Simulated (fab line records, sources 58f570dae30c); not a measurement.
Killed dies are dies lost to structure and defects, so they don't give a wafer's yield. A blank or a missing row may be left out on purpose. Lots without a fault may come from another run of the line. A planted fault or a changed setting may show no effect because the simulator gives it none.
One fault seen from 2 desks | flow berkeley_cmos170 | each desk has only its own numbers; what lay behind them comes last

THE TOOL OWNER'S DESK: litho_track-02
The tool's own readings at UCB170_PLDD_PEB_04: means of the sampled wafers that have a number, for each lot that ran on this tool. A lot is out of limits, marked OUT, if its mean lies more than 4 standard deviations from the usual mean; the brackets give that distance.
Columns: A = heater_power_total_W at UCB170_PLDD_PEB_04, usual 56.80 W
lot  | first seen here | A
L535 | day 8 12:37     | 56.87
L541 | day 9 13:03     | 56.80
L546 | day 10 19:00    | 56.81
L547 | day 10 19:41    | 56.85
L548 | day 11 11:07    | 56.80
This desk's finding: nothing out of limits on any of the 5 lots.

THE METROLOGY DESK
What the gauges read, lot by lot, whatever tool the lot ran on: means of the sampled wafers that have a number. A lot is out of limits, marked OUT, if its mean lies more than 4 standard deviations from the usual mean; the brackets give that distance.
Columns: A = NVT_OVL at UCB170_NVT_OVL_MEAS_06, usual -4 nm; B = cd_nm at UCB170_GATE_CD_MEAS_12, usual 350.2 nm; C = cd_nm at UCB170_PLDD_CD_MEAS_06, usual 1200.1 nm; D = PLDD_OVL at UCB170_PLDD_OVL_MEAS_07, usual 2 nm
lot  | first seen here | A   | B     | C                 | D
L530 | day 6 01:29     | -9  | 350.7 | 1201.7            | -2
L533 | day 7 14:25     | -6  | 348.9 | 1199.5            | 3
L532 | day 7 14:27     | -3  | 349.4 | 1198.8            | 2
L535 | day 7 20:14     | -2  | 351.0 | 1200.8            | -4
L536 | day 8 00:56     | -5  | 349.9 | 1199.2            | 3
L538 | day 8 01:10     | -6  | 350.9 | 1199.9            | -1
L540 | day 8 10:08     | 4   | 351.9 | 1200.0            | 10
L539 | day 8 10:21     | -12 | 349.0 | 1199.9            | -3
L541 | day 8 19:59     | -8  | 349.7 | 1202.0            | 4
L544 | day 9 10:18     | 1   | 347.9 | 1199.4            | -5
L545 | day 9 23:54     | -5  | 351.4 | 1198.3            | -1
L547 | day 10 00:09    | -18 | 349.7 | 1206.6 (+5.9) OUT | 5
L546 | day 10 00:16    | -2  | 351.6 | 1207.5 (+6.7) OUT | 10
L548 | day 10 14:58    | 1   | 349.5 | 1207.2 (+6.5) OUT | -7
L549 | day 10 15:19    | -4  | 349.7 | 1200.0            | 9
This desk's finding: out of limits on L546, L547, L548; first on L546, day 10 19:42 (cd_nm at UCB170_PLDD_CD_MEAS_06). In limits: L530, L533, L532, L535, L536, L538, L540, L539, L541, L544, L545, L549.

PUT TOGETHER
The metrology desk could have raised an alarm at day 10 19:42, on L546, L547, L548.
The tool owner's desk saw nothing out of limits.
The tool owner's desk has L546, L547, L548 on record, within its limits.
Of the lots named, all ran UCB170_PLDD_PEB_04 on litho_track-02.

WHAT THE SIMULATOR HAD PUT IN
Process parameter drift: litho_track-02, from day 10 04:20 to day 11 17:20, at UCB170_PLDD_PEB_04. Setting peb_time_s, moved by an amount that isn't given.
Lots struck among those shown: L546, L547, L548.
Hours from the fault's start to each desk's first reading out of limits: the metrology desk, 15.
